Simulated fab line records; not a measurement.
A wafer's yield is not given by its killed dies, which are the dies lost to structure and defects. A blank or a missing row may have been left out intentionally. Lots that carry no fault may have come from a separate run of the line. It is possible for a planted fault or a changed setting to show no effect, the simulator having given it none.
Lot-split experiment + flow berkeleyCmos170 + 23 wafers read across 5 lots, on a route 331 steps long

## THE SPLIT
At UCB170_PVT_IMPLANT_07, the setting doseCm2 was moved away from the recipe's 2e+12 on 9 of the 23 wafers read, by -7.3% to -2.0%. All remaining wafers had this setting at the recipe value.

## FROM SPLIT TO READING: 1 step shown by the file between the two
- UCB170_PVT_STRIP_08: strips in O2

## THE READING
PVT_TW, at UCB170_PVT_TW_MEAS_09. A value of 509 with a standard deviation of 4.7 is what fault-free wafers of this fab line usually give.

| wafer  | tool, chamber at the split | doseCm2 as run | against the recipe | PVT_TW | against lot-mates on the recipe |
|--------|----------------------------|----------------|--------------------|--------|---------------------------------|
| L077.1 | implanter-02, 0            | 2e+12          | recipe             | 511    | -                               |
| L077.2 | implanter-02, 0            | 1.855e+12      | -7.3%              | 497    | -14                             |
| L077.4 | implanter-02, 0            | 2e+12          | recipe             | 512    | -                               |
| L077.5 | implanter-02, 0            | 2e+12          | recipe             | 511    | -                               |
| L077.6 | implanter-02, 0            | 1.855e+12      | -7.3%              | 500    | -11                             |
| L076.1 | implanter-03, 0            | 1.959e+12      | -2.0%              | 498    | +0                              |
| L076.2 | implanter-03, 0            | 2e+12          | recipe             | 499    | -                               |
| L076.3 | implanter-03, 0            | 1.959e+12      | -2.0%              | 493    | -5                              |
| L076.5 | implanter-03, 0            | 2e+12          | recipe             | 498    | -                               |
| L076.6 | implanter-03, 0            | 2e+12          | recipe             | 497    | -                               |
| L078.2 | implanter-04, 0            | 1.878e+12      | -6.1%              | 502    | -6                              |
| L078.3 | implanter-04, 0            | 2e+12          | recipe             | 509    | -                               |
| L078.4 | implanter-04, 0            | 1.878e+12      | -6.1%              | 502    | -6                              |
| L078.5 | implanter-04, 0            | 1.878e+12      | -6.1%              | 501    | -8                              |
| L078.6 | implanter-04, 0            | 2e+12          | recipe             | 508    | -                               |
| L081.2 | implanter-02, 0            | 2e+12          | recipe             | 502    | -                               |
| L081.3 | implanter-02, 0            | 2e+12          | recipe             | 503    | -                               |
| L081.4 | implanter-02, 0            | 1.856e+12      | -7.2%              | 487    | -14                             |
| L081.5 | implanter-02, 0            | 2e+12          | recipe             | 499    | -                               |
| L081.6 | implanter-02, 0            | 1.856e+12      | -7.2%              | 488    | -13                             |
| L084.3 | implanter-04, 0            | 2e+12          | recipe             | 509    | -                               |
| L084.5 | implanter-04, 0            | 2e+12          | recipe             | 511    | -                               |
| L084.6 | implanter-04, 0            | 2e+12          | recipe             | 510    | -                               |

FIT RESULTS
A straight line over all 23 wafers: PVT_TW changes by +1.37 for each +1% of doseCm2; r = +0.59; the points scatter about the line by 6.
The same after taking each lot's own level away (the mean of its wafers on the recipe; 23 wafers): +1.61 for each +1%; r = +0.94; scatter 1.9.
On that fit, the largest move of doseCm2 shifts the reading by 12.
From 498.0 to 511.3: that is the span of the lots' own levels, equal to 2.8 times the standard deviation above.
So the lot-to-lot level blurs the effect unless lot-mates are compared.
Check: with one of the wafers moved furthest among these (-7.3%) left out of the fit, the line predicts -11 for it against its lot-mates. It came out at -14.3 against them.

## OTHER SPLITS ON THESE WAFERS
These wafers also went through other splits before the reading. Each is held against what the fit with the lots' levels taken away leaves over:
| other split on the same wafers  | wafers away from the commonest value | r with PVT_TW (lot level and that fit taken away) |
|---------------------------------|--------------------------------------|---------------------------------------------------|
| UCB170_SACOX_OXIDATION_01 tempC | 10                                   | +0.14                                             |

## FILE'S OWN FIT
PVT_TW changes by +1.65 for each +1% of doseCm2, r = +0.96.
